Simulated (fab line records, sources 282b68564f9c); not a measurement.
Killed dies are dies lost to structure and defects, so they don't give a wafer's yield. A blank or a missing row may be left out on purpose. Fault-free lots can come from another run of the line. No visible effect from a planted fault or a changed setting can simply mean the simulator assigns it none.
fab line records | flow rit_cmos
[record] lots = 6 | wafers = 18 | last_day = 7
route steps=202 shown ACTIVE@1 FOX1@20 FOX2@23 M1@202
lots that met no fault: from a run of the same line without faults
start_h: hours from the record's opening day to when the first of the lot's shown wafers began | wait_h: time in hours since the lot's previous step | " unchanged from the row above | L1.1+2: a row that stands for several wafers | - value missing, or start not given | * or withheld: withheld | < > ~ a bound
route shown NAME@n: names a module that has steps shown in the file, with the first one's number in the route | usual: average and standard deviation across the fault-free wafers | same: alike in all rows | chamber/n: place in a boat | sites: readings site by site | _std_site: the values' standard deviation | _edge_site: mean of outer sites minus mean of inner sites | radius_mm: how far each site lies from the wafer's centre | mask NAME#n: copy n | behind: the tool/chamber that last shaped the wafer | hold: cause of the lot's hold/its duration in hours/its outcome | device: transistor that didn't switch, given as n, p or np | end of line: the route-end tests of the same wafers | a step with no rows: only its recipe | killed: dies that structure and defects cost at the first sort, which is not the same as the wafer's yield | map: shows each die of a wafer: x if killed, . if not, _ if none is there
set.NAME: the setting as run; set.NAME@STEP: as run at that earlier step | model.NAME: the simulator's own value behind a step, which no gauge read
a table for each step, a row for each wafer; lots at some steps of the route
services: the hour from which a tool's chamber was out of use, counted from the record's first day as start_h (under 0 if before that day), plus the number of hours and why
[[steps]]
[step RIT_ACTIVE_BOW_MEAS_00]
[recipe] mode = bow
[usual] INCOMING_BOW = 0/5.6
lot.wafer | tool          | chamber | start_h | wait_h | INCOMING_BOW[um]
L248.1    | film_metro-02 | -       | 30.00   | -      | -6
L248.2    | "             | -       | "       | "      | -1
L248.5    | "             | -       | "       | "      | 8
L256.1    | film_metro-04 | -       | 70.00   | -      | 4
L256.2    | "             | -       | "       | "      | -6
L256.6    | "             | -       | "       | "      | 0
L260.2    | film_metro-02 | -       | 90.02   | -      | 6
L260.5    | "             | -       | "       | "      | 4
L260.6    | "             | -       | "       | "      | -15
L261.3    | film_metro-02 | -       | 95.04   | -      | 7
L261.5    | "             | -       | "       | "      | -5
L261.6    | "             | -       | "       | "      | 5
L265.1    | film_metro-03 | -       | 115.00  | -      | -1
L265.4    | "             | -       | "       | "      | 2
L265.5    | "             | -       | "       | "      | -3
L267.1    | film_metro-03 | -       | 125.00  | -      | -4
L267.5    | "             | -       | "       | "      | -14
L267.6    | "             | -       | "       | "      | 14
[step RIT_ACTIVE_OXIDATION_01]
[recipe] temp_c = 1000 | ambient = O2 | target_thk_a = 468 | ox_time_s = 3360
[usual] tube_center_temp_C_max = 1002.5/0.44
lot.wafer | tool       | chamber | start_h | wait_h | tube_center_temp_C_max | model.SiO2_of_ACTIVE_OXIDATION_01.thk_nm
L248.1    | furnace-04 | 0       | 32.14   | 2.1    | 1002.4                 | 45.68
L248.2    | "          | 0       | "       | "      | 1002.9                 | 45.91
L248.5    | "          | 0       | "       | "      | 1002.2                 | 45.02
L256.1    | furnace-01 | 0       | 71.50   | 1.5    | 1002.3                 | 46.24
L256.2    | "          | 0       | "       | "      | 1002.4                 | 46.04
L256.6    | "          | 0       | "       | "      | 1001.9                 | 46.34
L260.2    | furnace-01 | 0       | 95.14   | 5.1    | 1002.5                 | 53.12
L260.5    | "          | 0       | "       | "      | 1002.1                 | 53.24
L260.6    | "          | 0       | "       | "      | 1002.3                 | 53.61
L261.3    | furnace-01 | 0       | 95.14   | 0.1    | 1001.7                 | 52.62
L261.5    | "          | 0       | "       | "      | 1002.4                 | 53.75
L261.6    | "          | 0       | "       | "      | 1002.9                 | 52.78
L265.1    | furnace-04 | 0       | 115.24  | 0.2    | 1002.5                 | 46.53
L265.4    | "          | 0       | "       | "      | 1002.9                 | 46.88
L265.5    | "          | 0       | "       | "      | 1002.5                 | 47.13
L267.1    | furnace-04 | 0       | 125.26  | 0.2    | 1002.3                 | 45.67
L267.5    | "          | 0       | "       | "      | 1002.1                 | 46.29
L267.6    | "          | 0       | "       | "      | 1002.0                 | 46.32
[step RIT_ACTIVE_THK_MEAS_02]
[recipe] reads = SiO2_of_ACTIVE_OXIDATION_01
[usual] ACTIVE_OXIDE_THK = 46.7/0.77
lot.wafer | tool          | chamber | start_h | wait_h | ACTIVE_OXIDE_THK[nm]
L248.1    | film_metro-02 | -       | 34.07   | 0.0    | 45.7
L248.2    | "             | -       | "       | "      | 45.9
L248.5    | "             | -       | "       | "      | 45.0
L256.1    | film_metro-02 | -       | 73.44   | 0.0    | 46.2
L256.2    | "             | -       | "       | "      | 46.0
L256.6    | "             | -       | "       | "      | 46.3
L260.2    | film_metro-02 | -       | 97.09   | 0.0    | 53.2
L260.5    | "             | -       | "       | "      | 53.2
L260.6    | "             | -       | "       | "      | 53.6
L261.3    | film_metro-03 | -       | 97.10   | 0.0    | 52.6
L261.5    | "             | -       | "       | "      | 53.8
L261.6    | "             | -       | "       | "      | 52.7
L265.1    | film_metro-04 | -       | 117.17  | 0.0    | 46.6
L265.4    | "             | -       | "       | "      | 46.9
L265.5    | "             | -       | "       | "      | 47.1
L267.1    | film_metro-02 | -       | 127.19  | 0.0    | 45.7
L267.5    | "             | -       | "       | "      | 46.2
L267.6    | "             | -       | "       | "      | 46.3
[step RIT_ACTIVE_CVD_03]
[recipe] material = Si3N4 | target_thk_nm = 150 | temp_c = 810 | precursor = SiH2Cl2/NH3 | time_s = 1500 | pressure_mtorr = 300 | sih2cl2_flow_sccm = 60 | nh3_flow_sccm = 150
[step RIT_ACTIVE_THK_MEAS_04]
[recipe] reads = Si3N4_of_ACTIVE_CVD_03
[usual] ACTIVE_NITRIDE_THK = 150.1/1.4
lot.wafer | tool          | chamber | start_h | wait_h | ACTIVE_NITRIDE_THK[nm]
L248.1    | film_metro-02 | -       | 35.55   | 0.0    | 149.6
L248.2    | "             | -       | "       | "      | 150.1
L248.5    | "             | -       | "       | "      | 149.0
L256.1    | film_metro-03 | -       | 74.95   | 0.0    | 147.0
L256.2    | "             | -       | "       | "      | 149.0
L256.6    | "             | -       | "       | "      | 147.1
L260.2    | film_metro-04 | -       | 98.56   | 0.0    | 152.4
L260.5    | "             | -       | "       | "      | 149.5
L260.6    | "             | -       | "       | "      | 150.8
L261.3    | film_metro-03 | -       | 98.57   | 0.0    | 151.1
L261.5    | "             | -       | "       | "      | 150.4
L261.6    | "             | -       | "       | "      | 150.1
L265.1    | film_metro-04 | -       | 118.65  | 0.0    | 147.8
L265.4    | "             | -       | "       | "      | 148.5
L265.5    | "             | -       | "       | "      | 147.2
L267.1    | film_metro-02 | -       | 128.67  | 0.0    | 150.4
L267.5    | "             | -       | "       | "      | 150.0
L267.6    | "             | -       | "       | "      | 150.5
[step RIT_ACTIVE_HMDS_05]
[recipe] prime_time_s = 61.04 | prime_temp_c = 140
[step RIT_ACTIVE_COAT_06]
[recipe] resist = NOVOLAK | spin_rpm = 3250 | resist_thk_nm = 1000
[step RIT_ACTIVE_SOFTBAKE_07]
[recipe] resist = NOVOLAK | temp_c = 90 | time_s = 60
[step RIT_ACTIVE_EXPOSE_08]
[recipe] mask_id = M1 | na = 0.6 | source_shape = conventional | sigma_outer = 0.6 | target_cd_nm = 1400 | dose_mj = 225
[step RIT_ACTIVE_PEB_09]
[recipe] resist = NOVOLAK | temp_c = withheld | time_s = withheld
[step RIT_ACTIVE_DEVELOP_10]
[recipe] resist = NOVOLAK | develop_time_s = 50 | dev_temp_c = 23
[step RIT_ACTIVE_CD_MEAS_11]
[recipe] target_cd_nm = 1400
[usual] cd_nm = 1400.2/2.2
lot.wafer | tool      | chamber | start_h | wait_h | cd_nm
L248.1    | cd_sem-01 | -       | 36.83   | -      | 1401.0
L248.2    | "         | -       | "       | "      | 1402.2
L248.5    | "         | -       | "       | "      | 1401.2
L256.1    | cd_sem-01 | -       | 76.03   | -      | 1397.0
L256.2    | "         | -       | "       | "      | 1397.2
L256.6    | "         | -       | "       | "      | 1396.2
L260.2    | cd_sem-02 | -       | 99.48   | -      | 1402.6
L260.5    | "         | -       | "       | "      | 1400.2
L260.6    | "         | -       | "       | "      | 1402.5
L261.3    | cd_sem-01 | -       | 99.74   | -      | 1403.4
L261.5    | "         | -       | "       | "      | 1402.2
L261.6    | "         | -       | "       | "      | 1402.3
L265.1    | cd_sem-01 | -       | 119.74  | -      | 1399.8
L265.4    | "         | -       | "       | "      | 1398.5
L265.5    | "         | -       | "       | "      | 1397.3
L267.1    | cd_sem-02 | -       | 129.58  | -      | 1401.0
L267.5    | "         | -       | "       | "      | 1401.3
L267.6    | "         | -       | "       | "      | 1400.7
[step RIT_ACTIVE_HARDBAKE_12]
[recipe] resist = NOVOLAK | temp_c = 140 | time_s = 60
[step RIT_ACTIVE_ETCH_13]
[recipe] stop_on = SiO2 | chemistry = SF6 | target = Si3N4 | time_s = 210 | over_etch_frac = 0.4 | SF6_flow_sccm = 200 | pressure_mtorr = 260 | rf_w = 122.5 | target_depth_a = 2100
[usual] drypump_motor_current_A = 5.71/0.23 | oes_product_au = 0.827/0.019 | throttle_valve_pct = 7.49/0.11
lot.wafer | tool        | chamber | start_h | wait_h | drypump_motor_current_A | oes_product_au | rf_hours_counter_h | throttle_valve_pct
L248.1    | rie_diel-03 | 1       | 37.10   | 0.1    | 5.52                    | 0.799          | 83                 | 7.45
L248.2    | "           | 3       | "       | "      | 5.84                    | 0.801          | 66                 | 7.71
L248.5    | "           | 2       | "       | "      | 5.96                    | 0.837          | -                  | 7.41
L256.1    | rie_diel-02 | 0       | 76.30   | 0.1    | 5.63                    | 0.805          | 8                  | 7.29
L256.2    | "           | 2       | "       | "      | 6.07                    | 0.841          | 82                 | 7.44
L256.6    | "           | 0       | "       | "      | 5.61                    | 0.809          | -                  | 7.30
L260.2    | rie_diel-01 | 3       | 99.73   | 0.1    | 5.36                    | 0.843          | 7                  | 7.62
L260.5    | "           | 1       | "       | "      | 5.54                    | 0.820          | -                  | 7.50
L260.6    | "           | 3       | "       | "      | 5.37                    | 0.847          | -                  | 7.64
L261.3    | rie_diel-02 | 1       | 99.97   | 0.1    | 5.76                    | 0.853          | 59                 | 7.53
L261.5    | "           | 3       | "       | "      | 5.67                    | 0.817          | -                  | 7.59
L261.6    | "           | 2       | "       | "      | 6.01                    | 0.850          | -                  | 7.42
L265.1    | rie_diel-02 | 1       | 120.01  | 0.1    | 5.72                    | 0.849          | 59                 | 7.54
L265.4    | "           | 2       | "       | "      | 6.08                    | 0.848          | 83                 | 7.44
L265.5    | "           | 1       | "       | "      | 5.73                    | 0.843          | -                  | 7.54
L267.1    | rie_diel-02 | 0       | 129.85  | 0.1    | 5.65                    | 0.817          | 9                  | 7.30
L267.5    | "           | 3       | "       | "      | 5.63                    | 0.807          | -                  | 7.59
L267.6    | "           | 0       | "       | "      | 5.65                    | 0.815          | -                  | 7.30
[step RIT_ACTIVE_STRIP_14]
[recipe] chemistry = O2 | time_s = 180 | resist = NOVOLAK | platen_temp_c = withheld | power_w = 500 | pressure_mtorr = 4000 | o2_flow_sccm = 4000
[usual] drypump_motor_current_A = 6.1/0.43
lot.wafer | tool            | chamber | start_h | wait_h | drypump_motor_current_A | rf_hours_counter_h
L248.1    | plasma_asher-01 | 0       | 37.23   | 0.1    | 6.2                     | 24
L248.2    | "               | 1       | "       | "      | 5.1                     | 24
L248.5    | "               | 1       | "       | "      | 5.2                     | -
L256.1    | plasma_asher-03 | 0       | 76.44   | 0.1    | 6.1                     | 44
L256.2    | "               | 1       | "       | "      | 6.3                     | 44
L256.6    | "               | 1       | "       | "      | 6.3                     | -
L260.2    | plasma_asher-03 | 1       | 99.87   | 0.1    | 6.3                     | 47
L260.5    | "               | 0       | "       | "      | 6.1                     | -
L260.6    | "               | 1       | "       | "      | 6.3                     | -
L261.3    | plasma_asher-02 | 0       | 100.17  | 0.1    | 6.4                     | -
L261.5    | "               | 1       | "       | "      | 6.5                     | -
L261.6    | "               | 0       | "       | "      | 6.4                     | -
L265.1    | plasma_asher-03 | 1       | 120.15  | 0.1    | 6.3                     | 50
L265.4    | "               | 0       | "       | "      | 6.0                     | -
L265.5    | "               | 0       | "       | "      | 6.1                     | -
L267.1    | plasma_asher-02 | 1       | 129.98  | 0.1    | 6.5                     | 1
L267.5    | "               | 0       | "       | "      | 6.4                     | -
L267.6    | "               | 1       | "       | "      | 6.5                     | -
[step RIT_ACTIVE_CD_MEAS_90]
[recipe] target_cd_nm = 1400
[usual] cd_nm = 1400.3/2.1
lot.wafer | tool      | chamber | start_h | wait_h | cd_nm
L248.1    | cd_sem-01 | -       | 37.41   | 0.1    | 1401.3
L248.2    | "         | -       | "       | "      | 1401.7
L248.5    | "         | -       | "       | "      | 1400.1
L256.1    | cd_sem-01 | -       | 76.61   | 0.1    | 1397.6
L256.2    | "         | -       | "       | "      | 1397.3
L256.6    | "         | -       | "       | "      | 1396.7
L260.2    | cd_sem-02 | -       | 100.06  | 0.1    | 1402.2
L260.5    | "         | -       | "       | "      | 1400.6
L260.6    | "         | -       | "       | "      | 1402.5
L261.3    | cd_sem-01 | -       | 100.32  | 0.1    | 1403.7
L261.5    | "         | -       | "       | "      | 1401.7
L261.6    | "         | -       | "       | "      | 1402.3
L265.1    | cd_sem-02 | -       | 120.32  | 0.1    | 1400.6
L265.4    | "         | -       | "       | "      | 1398.0
L265.5    | "         | -       | "       | "      | 1397.5
L267.1    | cd_sem-01 | -       | 130.15  | 0.1    | 1401.2
L267.5    | "         | -       | "       | "      | 1401.1
L267.6    | "         | -       | "       | "      | 1400.5
[step RIT_ACTIVE_CLEAN_15]
[recipe] chemistry = SC1 | mix = 3:3:50 | time_s = 600 | temp_c = 75
[step RIT_ACTIVE_CLEAN_16]
[recipe] chemistry = dHF | dilution = 50:1 | time_s = 30
[step RIT_ACTIVE_CLEAN_17]
[recipe] chemistry = SC2 | mix = 3:3:50 | time_s = 600 | temp_c = 75 | dry = n2_spin
[step RIT_FOX1_OXIDATION_00]
[recipe] temp_c = 1100 | ambient = H2O | target_thk_a = 3507 | p_h2o_torr = 720 | ox_time_s = 1130
[step RIT_FOX1_THK_MEAS_01]
[recipe] reads = SiO2_of_FOX1_OXIDATION_00
[usual] FOX1_OXIDE_THK = 348/6.5
lot.wafer | tool          | chamber | start_h | wait_h | FOX1_OXIDE_THK[nm]
L248.1    | film_metro-01 | -       | 39.96   | 0.0    | 351
L248.2    | "             | -       | "       | "      | 346
L248.5    | "             | -       | "       | "      | 350
L256.1    | film_metro-01 | -       | 79.57   | 0.0    | 345
L256.2    | "             | -       | "       | "      | 350
L256.6    | "             | -       | "       | "      | 345
L260.2    | film_metro-02 | -       | 102.45  | 0.0    | 341
L260.5    | "             | -       | "       | "      | 343
L260.6    | "             | -       | "       | "      | 348
L261.3    | film_metro-01 | -       | 102.46  | 0.0    | 363
L261.5    | "             | -       | "       | "      | 365
L261.6    | "             | -       | "       | "      | 360
L265.1    | film_metro-02 | -       | 122.97  | 0.0    | 350
L265.4    | "             | -       | "       | "      | 345
L265.5    | "             | -       | "       | "      | 345
L267.1    | film_metro-02 | -       | 133.26  | 0.0    | 339
L267.5    | "             | -       | "       | "      | 339
L267.6    | "             | -       | "       | "      | 339
[step RIT_FOX1_WET_ETCH_02]
[recipe] chemistry = BOE | target_depth_nm = 350 | time_s = 390 | temp_c = 21.5 | dry = n2_spin | dilution = 10:1 | target = SiO2
[step RIT_FOX2_OXIDATION_00]
[recipe] temp_c = 1100 | ambient = H2O | target_thk_a = 3507 | p_h2o_torr = 720 | ox_time_s = 1130
[step RIT_FOX2_THK_MEAS_01]
[recipe] reads = SiO2_of_FOX2_OXIDATION_00
[usual] FOX2_OXIDE_THK = 348/6.6
lot.wafer | tool          | chamber | start_h | wait_h | FOX2_OXIDE_THK[nm]
L248.1    | film_metro-01 | -       | 42.46   | 0.0    | 349
L248.2    | "             | -       | "       | "      | 346
L248.5    | "             | -       | "       | "      | 346
L256.1    | film_metro-02 | -       | 81.14   | 0.0    | 347
L256.2    | "             | -       | "       | "      | 343
L256.6    | "             | -       | "       | "      | 349
L260.2    | film_metro-01 | -       | 103.94  | 0.0    | 354
L260.5    | "             | -       | "       | "      | 352
L260.6    | "             | -       | "       | "      | 353
L261.3    | film_metro-02 | -       | 103.95  | 0.0    | 358
L261.5    | "             | -       | "       | "      | 355
L261.6    | "             | -       | "       | "      | 360
L265.1    | film_metro-02 | -       | 124.46  | 0.0    | 354
L265.4    | "             | -       | "       | "      | 356
L265.5    | "             | -       | "       | "      | 350
L267.1    | film_metro-03 | -       | 134.82  | 0.0    | 348
L267.5    | "             | -       | "       | "      | 350
L267.6    | "             | -       | "       | "      | 350
[step RIT_FOX2_CLEAN_02]
[recipe] chemistry = dHF | dilution = 50:1 | time_s = 180
[step RIT_FOX2_WET_ETCH_03]
[recipe] chemistry = H3PO4 | target = Si3N4 | target_depth_nm = 195 | temp_c = 165 | time_s = 2659
[usual] temp_c = 164.99/0.16
lot.wafer | tool         | chamber | start_h | wait_h | temp_c | model.SiO2_of_ACTIVE_OXIDATION_01.thk_nm
L248.1    | wet_bench-02 | 1       | 42.58   | 0.0    | 165.00 | 39.65
L248.2    | "            | 1       | "       | "      | 164.90 | 40.57
L248.5    | "            | 1       | "       | "      | 165.05 | 37.34
L256.1    | wet_bench-01 | 0       | 81.25   | 0.0    | 165.09 | 41.05
L256.2    | "            | 0       | "       | "      | 165.05 | 40.86
L256.6    | "            | 0       | "       | "      | 165.14 | 41.17
L260.2    | wet_bench-04 | 2       | 104.05  | 0.0    | 165.00 | 47.31
L260.5    | "            | 2       | "       | "      | 165.04 | 47.44
L260.6    | "            | 2       | "       | "      | 165.19 | 47.75
L261.3    | wet_bench-04 | 3       | 104.05  | 0.0    | 165.33 | 46.77
L261.5    | "            | 3       | "       | "      | 164.96 | 47.79
L261.6    | "            | 3       | "       | "      | 165.12 | 46.96
L265.1    | wet_bench-04 | 1       | 124.58  | 0.0    | 165.07 | 41.2
L265.4    | "            | 1       | "       | "      | 165.10 | 41.52
L265.5    | "            | 1       | "       | "      | 164.96 | 41.73
L267.1    | wet_bench-01 | 1       | 134.95  | 0.0    | 164.75 | 40.75
L267.5    | "            | 1       | "       | "      | 164.91 | 41.3
L267.6    | "            | 1       | "       | "      | 165.02 | 41.33
[step RIT_FOX2_THK_MEAS_90]
[recipe] reads = SiO2_of_FOX2_OXIDATION_00
[usual] FIELD_OXIDE_LEFT_1_THK = 321/6.6
lot.wafer | tool          | chamber | start_h | wait_h | FIELD_OXIDE_LEFT_1_THK[nm]
L248.1    | film_metro-01 | -       | 43.34   | 0.0    | 322
L248.2    | "             | -       | "       | "      | 319
L248.5    | "             | -       | "       | "      | 319
L256.1    | film_metro-03 | -       | 82.24   | 0.0    | 319
L256.2    | "             | -       | "       | "      | 315
L256.6    | "             | -       | "       | "      | 321
L260.2    | film_metro-03 | -       | 104.82  | 0.0    | 327
L260.5    | "             | -       | "       | "      | 325
L260.6    | "             | -       | "       | "      | 326
L261.3    | film_metro-02 | -       | 104.83  | 0.0    | 330
L261.5    | "             | -       | "       | "      | 328
L261.6    | "             | -       | "       | "      | 333
L265.1    | film_metro-02 | -       | 125.34  | 0.0    | 326
L265.4    | "             | -       | "       | "      | 328
L265.5    | "             | -       | "       | "      | 322
L267.1    | film_metro-03 | -       | 135.94  | 0.0    | 321
L267.5    | "             | -       | "       | "      | 323
L267.6    | "             | -       | "       | "      | 323
[step RIT_M1_PROBE_99]
[usual] killed_at_M0_to_M3 = 0.0/0.16 | killed_at_front_end = 7/3.2 | killed_dies = 7/3.2 | killed_open = 3.4/2 | killed_short = 3.5/2.2
[same] gross_dies = 264 | killed_at_M4_up = 0 | killed_at_back_side = 0 | killed_at_contacts = 0 | killed_at_other = 0
lot.wafer | tool      | chamber | start_h | wait_h | killed_at_M0_to_M3 | killed_at_front_end | killed_dies | killed_open | killed_short | model.etest.nldd.width_nm | model.etest.pldd.width_nm | model.etest.pplus_sal.width_nm | model.etest.nplus_sal.width_nm | model.etest.nmos_narrow.drive_ua_um | model.etest.pmos_narrow.drive_ua_um
L248.1    | prober-02 | -       | 86.48   | 0.1    | 0                  | 5                   | 5           | 3           | 2            | 3202                      | 3198                      | 3473                           | 3455                           | 232.2                               | 105.8
L248.2    | prober-02 | -       | 86.53   | 0.1    | 0                  | 3                   | 3           | 1           | 2            | 3198                      | 3184                      | 3442                           | 3448                           | 233.8                               | 104.7
L248.5    | prober-02 | -       | 86.68   | 0.2    | 0                  | 8                   | 8           | 3           | 5            | 3213                      | 3233                      | 3480                           | 3470                           | 237.3                               | 106.3
L256.1    | prober-02 | -       | 123.39  | 0.1    | 0                  | 0                   | 0           | 0           | 0            | 3193                      | 3187                      | 3444                           | 3435                           | 230.1                               | 101.5
L256.2    | prober-02 | -       | 123.44  | 0.1    | 0                  | 4                   | 4           | 2           | 2            | 3203                      | 3192                      | 3469                           | 3464                           | 225.9                               | 99.11
L256.6    | prober-02 | -       | 123.64  | 0.2    | 0                  | 8                   | 8           | 7           | 1            | 3194                      | 3210                      | 3447                           | 3457                           | 224.2                               | 98.03
L260.2    | prober-02 | -       | 145.13  | 0.1    | 1                  | 5                   | 6           | 2           | 4            | 3137                      | 3121                      | 3421                           | 3445                           | 211.2                               | 94.23
L260.5    | prober-02 | -       | 145.28  | 0.2    | 0                  | 9                   | 9           | 3           | 6            | 3096                      | 3097                      | 3420                           | 3420                           | 212.5                               | 94.88
L260.6    | prober-02 | -       | 145.33  | 0.2    | 0                  | 9                   | 9           | 4           | 5            | 3115                      | 3097                      | 3410                           | 3395                           | 207                                 | 94.67
L261.3    | prober-01 | -       | 147.60  | 0.2    | 0                  | 12                  | 12          | 4           | 8            | 3108                      | 3119                      | 3411                           | 3383                           | 209                                 | 96.97
L261.5    | prober-01 | -       | 147.70  | 0.2    | 0                  | 13                  | 13          | 9           | 4            | 3085                      | 3091                      | 3405                           | 3406                           | 210.3                               | 96.61
L261.6    | prober-01 | -       | 147.75  | 0.2    | 0                  | 13                  | 13          | 10          | 3            | 3090                      | 3086                      | 3397                           | 3391                           | 209.8                               | 97.12
L265.1    | prober-01 | -       | 167.21  | 0.1    | 0                  | 11                  | 11          | 5           | 6            | 3189                      | 3180                      | 3432                           | 3445                           | 235.1                               | 105.5
L265.4    | prober-01 | -       | 167.36  | 0.2    | 0                  | 7                   | 7           | 3           | 4            | 3161                      | 3165                      | 3435                           | 3429                           | 224.5                               | 102.9
L265.5    | prober-01 | -       | 167.41  | 0.2    | 0                  | 6                   | 6           | 4           | 2            | 3176                      | 3174                      | 3460                           | 3462                           | 232.9                               | 105.3
L267.1    | prober-01 | -       | 179.50  | 0.1    | 0                  | 5                   | 5           | 1           | 4            | 3192                      | 3214                      | 3463                           | 3487                           | 237                                 | 108.2
L267.5    | prober-01 | -       | 179.70  | 0.2    | 0                  | 6                   | 6           | 6           | 0            | 3202                      | 3203                      | 3458                           | 3449                           | 232.9                               | 105.5
L267.6    | prober-01 | -       | 179.75  | 0.2    | 0                  | 2                   | 2           | 1           | 1            | 3198                      | 3195                      | 3472                           | 3474                           | 229.3                               | 105.1
// killed by level:class
L248.1 SILICIDE:geometric_particle:short=2 FOX2:geometric_particle:open=1 GATE:geometric_particle:open=1 SPACER:geometric_particle:open=1
L248.2 GATE:geometric_particle:open=1 GATE:geometric_particle:short=1 REOX:geometric_particle:short=1
L248.5 SPACER:geometric_particle:short=3 GATE:geometric_particle:short=2 SPACER:geometric_particle:open=2 FOX1:geometric_particle:open=1
L256.2 FOX2:geometric_particle:open=2 GATE:geometric_particle:short=1 SILICIDE:geometric_particle:short=1
L256.6 SILICIDE:geometric_particle:open=3 REOX:geometric_particle:open=2 GATE:geometric_particle:open=1 SPACER:geometric_particle:short=1 SPACER:geometric_particle:open=1
L260.2 FOX1:geometric_particle:short=2 FOX2:geometric_particle:open=1 GATE:geometric_particle:short=1 SILICIDE:geometric_particle:open=1 M1:geometric_particle:short=1
L260.5 FOX1:geometric_particle:short=3 FOX1:geometric_particle:open=2 SILICIDE:geometric_particle:short=2 GATE:geometric_particle:open=1 REOX:geometric_particle:short=1
L260.6 FOX1:geometric_particle:short=2 GATE:geometric_particle:open=2 FOX2:geometric_particle:open=1 GATE:geometric_particle:short=1 REOX:geometric_particle:short=1 SPACER:geometric_particle:open=1 SILICIDE:geometric_particle:short=1
L261.3 GATE:geometric_particle:short=3 FOX1:geometric_particle:short=2 GATE:geometric_particle:open=2 FOX2:geometric_particle:short=1 FOX2:geometric_particle:open=1 REOX:geometric_particle:short=1 SPACER:geometric_particle:open=1 SILICIDE:geometric_particle:short=1
L261.5 FOX2:geometric_particle:open=3 SILICIDE:geometric_particle:open=3 SILICIDE:geometric_particle:short=2 FOX1:geometric_particle:open=1 FOX2:geometric_particle:short=1 GATE:geometric_particle:short=1 GATE:geometric_particle:open=1 REOX:geometric_particle:open=1
L261.6 SILICIDE:geometric_particle:open=4 FOX1:geometric_particle:open=2 GATE:geometric_particle:open=2 REOX:geometric_particle:short=2 GATE:geometric_particle:short=1 REOX:geometric_particle:open=1 SPACER:geometric_particle:open=1
L265.1 SPACER:geometric_particle:short=3 FOX2:geometric_particle:short=2 GATE:geometric_particle:open=2 FOX1:geometric_particle:open=1 FOX2:geometric_particle:open=1 GATE:geometric_particle:short=1 SPACER:geometric_particle:open=1
L265.4 REOX:geometric_particle:open=2 SPACER:geometric_particle:short=2 FOX2:geometric_particle:open=1 GATE:geometric_particle:short=1 REOX:geometric_particle:short=1
L265.5 GATE:geometric_particle:open=4 REOX:geometric_particle:short=2
L267.1 FOX1:geometric_particle:open=1 FOX2:geometric_particle:short=1 GATE:geometric_particle:short=1 SPACER:geometric_particle:short=1 SILICIDE:geometric_particle:short=1
L267.5 SPACER:geometric_particle:open=2 FOX1:geometric_particle:open=1 FOX2:geometric_particle:open=1 GATE:geometric_particle:open=1 REOX:geometric_particle:open=1
L267.6 GATE:geometric_particle:open=1 GATE:geometric_particle:short=1
[[services]]
tool            | chamber | start_h | hours | kind
furnace-01      | -       | 18.69   | 1.5   | repair
rie_diel-01     | 1       | 21.77   | 9.8   | repair
rie_diel-01     | 1       | 57.88   | 3.0   | repair
rie_diel-01     | -       | 73.33   | 0.3   | repair
rie_diel-01     | 0       | 73.67   | 9.9   | repair
rie_diel-02     | 3       | 74.08   | -     | clean
rie_diel-02     | 3       | 74.08   | 22.9  | scheduled_down
rie_diel-02     | 3       | 74.08   | 22.9  | vent_cycle
furnace-01      | -       | 91.82   | 3.3   | pm
rie_diel-01     | 0       | 93.09   | 1.9   | repair
rie_diel-03     | 3       | 97.72   | 26.2  | repair
rie_diel-02     | 0       | 97.91   | 5.5   | repair
furnace-04      | -       | 102.16  | 3.5   | pm
rie_diel-02     | -       | 104.93  | 0.2   | repair
plasma_asher-02 | -       | 108.75  | 9.0   | pm
plasma_asher-02 | 0       | 108.75  | 9.0   | vent_cycle
plasma_asher-02 | 1       | 108.75  | 9.0   | vent_cycle
rie_diel-01     | -       | 110.66  | 0.4   | repair
wet_bench-01    | -       | 111.15  | 4.4   | pm
plasma_asher-01 | -       | 114.96  | 0.6   | repair
plasma_asher-02 | 0       | 117.75  | -     | clean
plasma_asher-02 | 1       | 117.75  | -     | clean
plasma_asher-03 | -       | 121.60  | 2.2   | repair
rie_diel-03     | -       | 134.61  | 2.8   | pm
[[key]]
[first_sign] step = RIT_ACTIVE_THK_MEAS_02 | reading = ACTIVE_OXIDE_THK | direction = up | sigmas = 8.5 | usual = 46.7 | struck = 53.2
effect none on later readings
[model_effect] step = RIT_ACTIVE_OXIDATION_01 | value = SiO2_of_ACTIVE_OXIDATION_01.thk_nm | without = 47.31 | struck = 53.19
[model_effect] step = RIT_FOX2_WET_ETCH_03 | value = SiO2_of_ACTIVE_OXIDATION_01.thk_nm | without = 42.11 | struck = 47.34
[model_effect] step = RIT_M1_PROBE_99 | value = etest.nldd.width_nm | without = 3171 | struck = 3105
met_at RIT_ACTIVE_OXIDATION_01
struck_wafers L260.2,L260.5,L260.6,L261.3,L261.5,L261.6
tester_left_out L260,L261
onset_between 71.50 95.14
[fault] kind = process_parameter_drift | tool = furnace-01 | chamber = - | onset_h = 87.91 | steps = RIT_ACTIVE_OXIDATION_01 | channel = ox_time_s | offset = * | shape = step | end_h = 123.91 | acts_in = * | stated = *
// tester_left_out: of these lots the tester's yield and bins aren't shown, on N5 and GAA mostly nor the transistor test; their killed dies are dies lost to structure and defects alone, not to doping, threshold or leakage, so they don't give the yield
